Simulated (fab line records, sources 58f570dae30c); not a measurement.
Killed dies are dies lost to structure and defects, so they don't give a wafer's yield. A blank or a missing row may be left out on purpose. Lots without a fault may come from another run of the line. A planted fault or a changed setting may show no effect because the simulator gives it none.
Which tool did it? | flow berkeley_cmos170 | 14 lots, 42 wafers sampled, at 5 steps of a route of 331

WHAT THE GAUGES READ, wafer by wafer
UCB170_M2_CD_MEAS_15: target cd 700 nm. Usual: cd_nm 700.4 nm, standard deviation 1.4.
lot  | measured     | on        | cd_nm (nm)        | flag
L970 | day 7 04:32  | cd_sem-01 | 701.1 700.4 700.7 |
L972 | day 7 15:02  | cd_sem-01 | 702.0 700.2 700.2 |
L974 | day 7 15:41  | cd_sem-02 | 699.3 701.5 699.8 |
L975 | day 7 20:37  | cd_sem-02 | 702.2 703.9 702.8 |
L977 | day 8 14:42  | cd_sem-02 | 699.3 700.0 700.3 |
L976 | day 8 15:26  | cd_sem-02 | 702.5 703.1 702.4 |
L979 | day 9 11:27  | cd_sem-01 | 702.1 702.1 700.4 |
L981 | day 9 23:08  | cd_sem-01 | 698.9 699.0 698.2 |
L984 | day 10 16:13 | cd_sem-01 | 698.7 698.1 700.3 |
L983 | day 10 16:35 | cd_sem-01 | 701.6 701.1 700.3 |
L985 | day 11 09:34 | cd_sem-01 | 702.1 700.7 700.5 |
L986 | day 11 20:56 | cd_sem-01 | 679.6 677.1 678.5 | OFF
L992 | day 12 08:29 | cd_sem-01 | 679.6 679.2 678.9 | OFF
L993 | day 13 09:11 | cd_sem-01 | 700.8 700.6 700.0 |

UCB170_M2_OVL_MEAS_16. Usual: M2_OVL 3 nm, standard deviation 4.9.
lot  | measured     | on         | M2_OVL (nm) | flag
L970 | day 7 04:38  | overlay-01 | 8 4 5       |
L972 | day 7 15:08  | overlay-02 | 10 3 5      |
L974 | day 7 15:49  | overlay-02 | 4 -2 7      |
L975 | day 7 20:44  | overlay-01 | 5 0 9       |
L977 | day 8 14:49  | overlay-01 | 2 2 -1      |
L976 | day 8 15:32  | overlay-02 | 11 2 7      |
L979 | day 9 11:34  | overlay-01 | 6 3 -2      |
L981 | day 9 23:16  | overlay-01 | 2 1 8       |
L984 | day 10 16:19 | overlay-02 | -2 3 2      |
L983 | day 10 16:40 | overlay-01 | -3 4 0      |
L985 | day 11 09:41 | overlay-02 | 4 -6 -1     |
L986 | day 11 21:02 | overlay-02 | 6 14 1      |
L992 | day 12 08:34 | overlay-01 | 10 5 0      |
L993 | day 13 09:16 | overlay-01 | 4 4 5       |

UCB170_V2_THK_MEAS_01. Usual: V2_TEOS_THK 2019 nm, standard deviation 25.
lot  | measured     | on            | V2_TEOS_THK (nm) | flag
L970 | day 7 05:17  | film_metro-02 | 2001 2039 2059   |
L972 | day 7 15:47  | film_metro-02 | 2006 1996 2045   |
L974 | day 7 16:27  | film_metro-01 | 2016 2010 2054   |
L975 | day 7 21:28  | film_metro-01 | 1987 1968 2026   |
L977 | day 8 15:39  | film_metro-01 | 1986 2042 2058   |
L976 | day 8 16:11  | film_metro-04 | 1991 2041 2059   |
L979 | day 9 12:13  | film_metro-04 | 2009 2031 2038   |
L981 | day 9 23:54  | film_metro-04 | 2020 2032 2061   |
L984 | day 10 17:11 | film_metro-01 | 2018 2016 2033   |
L983 | day 10 17:55 | film_metro-01 | 2023 2052 2054   |
L985 | day 11 10:20 | film_metro-02 | 1966 2049 2033   |
L986 | day 11 22:02 | film_metro-02 | 2022 2006 2058   |
L992 | day 12 09:27 | film_metro-04 | 1992 2023 2039   |
L993 | day 13 10:00 | film_metro-01 | 2024 2034 2051   |

WHICH TOOL RAN EACH LOT (tool, then ch and the chambers of the sampled wafers, then the start)
lot  | UCB170_M2_PEB_13                  | UCB170_M2_ETCH_17
L970 | litho_track-03 ch 0, day 7 04:16  | rie_diel-02 ch 0,2,3, day 7 04:39
L972 | litho_track-04 ch 0, day 7 14:46  | rie_diel-01 ch 0,1,3, day 7 15:10
L974 | litho_track-04 ch 0, day 7 15:25  | rie_diel-04 ch 0,2,3, day 7 15:50
L975 | litho_track-03 ch 0, day 7 20:20  | rie_diel-02 ch 0,1, day 7 20:46
L977 | litho_track-04 ch 0, day 8 14:25  | rie_diel-04 ch 0,2,3, day 8 14:51
L976 | litho_track-03 ch 0, day 8 15:10  | rie_diel-02 ch 2,3, day 8 15:34
L979 | litho_track-03 ch 0, day 9 11:10  | rie_diel-01 ch 0,1, day 9 11:37
L981 | litho_track-04 ch 0, day 9 22:52  | rie_diel-01 ch 0,3, day 9 23:17
L984 | litho_track-04 ch 0, day 10 15:57 | rie_diel-04 ch 2,3, day 10 16:20
L983 | litho_track-03 ch 0, day 10 16:10 | rie_diel-01 ch 0,1,3, day 10 16:41
L985 | litho_track-03 ch 0, day 11 09:17 | rie_diel-01 ch 1,2,3, day 11 09:43
L986 | litho_track-04 ch 0, day 11 20:40 | rie_diel-01 ch 1,2,3, day 11 21:04
L992 | litho_track-04 ch 0, day 12 08:10 | rie_diel-04 ch 1,2, day 12 08:35
L993 | litho_track-03 ch 0, day 13 08:48 | rie_diel-04 ch 0,1,2, day 13 09:17
- UCB170_M2_PEB_13
- UCB170_M2_ETCH_17: etches BARC in N2/H2.

WHAT THE TOOLS THEMSELVES READ (means of the sampled wafers that have a number; where no wafer has one, the mark that the record gives instead)
UCB170_M2_PEB_13. Usual: exhaust_pa 45.0 Pa, standard deviation 0.88; heater_power_total_W 56.80 W, standard deviation 0.044; plate_temp_C 129.97 C, standard deviation 0.14.
lot  | tool           | exhaust_pa (Pa) | heater_power_total_W (W) | plate_temp_C (C) | flag
L970 | litho_track-03 | 44.5            | 56.78                    | 129.85           |
L972 | litho_track-04 | 44.3            | 56.80                    | 129.94           |
L974 | litho_track-04 | 45.4            | 56.84                    | 130.10           |
L975 | litho_track-03 | 44.2            | 56.83                    | 129.97           |
L977 | litho_track-04 | 44.6            | 56.76                    | 129.96           |
L976 | litho_track-03 | 45.1            | 56.80                    | 130.10           |
L979 | litho_track-03 | 45.2            | 56.84                    | 130.17           |
L981 | litho_track-04 | 45.7            | 56.80                    | 129.92           |
L984 | litho_track-04 | 45.5            | 56.81                    | 129.82           |
L983 | litho_track-03 | 44.6            | 56.82                    | 129.86           |
L985 | litho_track-03 | 44.1            | 56.81                    | 129.98           |
L986 | litho_track-04 | 45.3            | 58.97                    | 133.84           | OFF
L992 | litho_track-04 | 45.9            | 59.02                    | 133.83           | OFF
L993 | litho_track-03 | 44.9            | 56.83                    | 129.93           |

UCB170_M2_ETCH_17. Usual: chamber_pressure_mTorr 30.004 mTorr, standard deviation 0.024; drypump_motor_current_A 5.9 A, standard deviation 0.54; oes_product_au 0.996 a.u., standard deviation 0.027; throttle_valve_pct 13.22 %, standard deviation 0.19.
lot  | tool        | chamber_pressure_mTorr (mTorr) | drypump_motor_current_A (A) | oes_product_au (a.u.) | throttle_valve_pct (%) | flag
L970 | rie_diel-02 | 30.027                         | 5.8                         | 0.979                 | 13.11                  |
L972 | rie_diel-01 | 30.000                         | 5.6                         | 1.005                 | 13.29                  |
L974 | rie_diel-04 | 30.003                         | 6.0                         | 0.975                 | 13.23                  |
L975 | rie_diel-02 | 30.010                         | 6.6                         | 1.005                 | 13.25                  |
L977 | rie_diel-04 | 30.008                         | 5.9                         | 0.979                 | 13.25                  |
L976 | rie_diel-02 | 29.997                         | 5.5                         | 0.963                 | 13.15                  |
L979 | rie_diel-01 | 29.996                         | 6.0                         | 1.007                 | 13.40                  |
L981 | rie_diel-01 | 30.025                         | 6.1                         | 1.004                 | 13.25                  |
L984 | rie_diel-04 | 30.003                         | 5.8                         | 0.983                 | 13.30                  |
L983 | rie_diel-01 | 30.012                         | 5.6                         | 1.015                 | 13.28                  |
L985 | rie_diel-01 | 29.996                         | 5.4                         | 1.024                 | 13.34                  |
L986 | rie_diel-01 | 29.999                         | 5.3                         | 1.024                 | 13.33                  |
L992 | rie_diel-04 | 30.018                         | 6.3                         | 0.988                 | 13.01                  |
L993 | rie_diel-04 | 30.024                         | 6.2                         | 0.978                 | 13.07                  |

THE ANSWER, worked out from the rows above alone
Rule: a lot is off if the mean of its wafers that have a number lies more than 3 standard deviations from the usual mean. A lot without any number at a reading at which 4 lots or more have one is off too. The other lots that the step has rows for count as sound. The gauges are gone through in route order, then the tools' own readings, and for those a lot's mean is taken as printed above. The first step at which some lot is off is used, and at that step the reading that is off furthest; a lot without a number counts as furthest.
Off: L986, L992, at UCB170_M2_CD_MEAS_15 (cd_nm).
A tool fits if, at a process step before that reading, it ran every lot that is off, and no sound lot after the first of them. The gauges at UCB170_M2_CD_MEAS_15 aren't tried: what is off there is off at UCB170_M2_PEB_13 too, on other tools, and a gauge's error can't cause that. One fits: litho_track-04 at UCB170_M2_PEB_13. Its last sound lot is L984 (day 10 15:57), its first lot that is off L986 (day 11 20:40): a fault that began between those two fits.
The tool's own readings at UCB170_M2_PEB_13 bear it out: on the lots that are off they differ by more than 5 times the standard deviation of the sound lots' means. heater_power_total_W reads 59.00 W there against 56.81 W on the sound lots; plate_temp_C reads 133.84 C there against 129.97 C on the sound lots.

WHAT THE SIMULATOR HAD PUT IN
Process parameter drift: litho_track-04, from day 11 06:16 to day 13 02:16, at UCB170_M2_PEB_13. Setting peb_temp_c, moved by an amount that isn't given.
Lots struck among those shown: L986, L992. The rule above found the same.
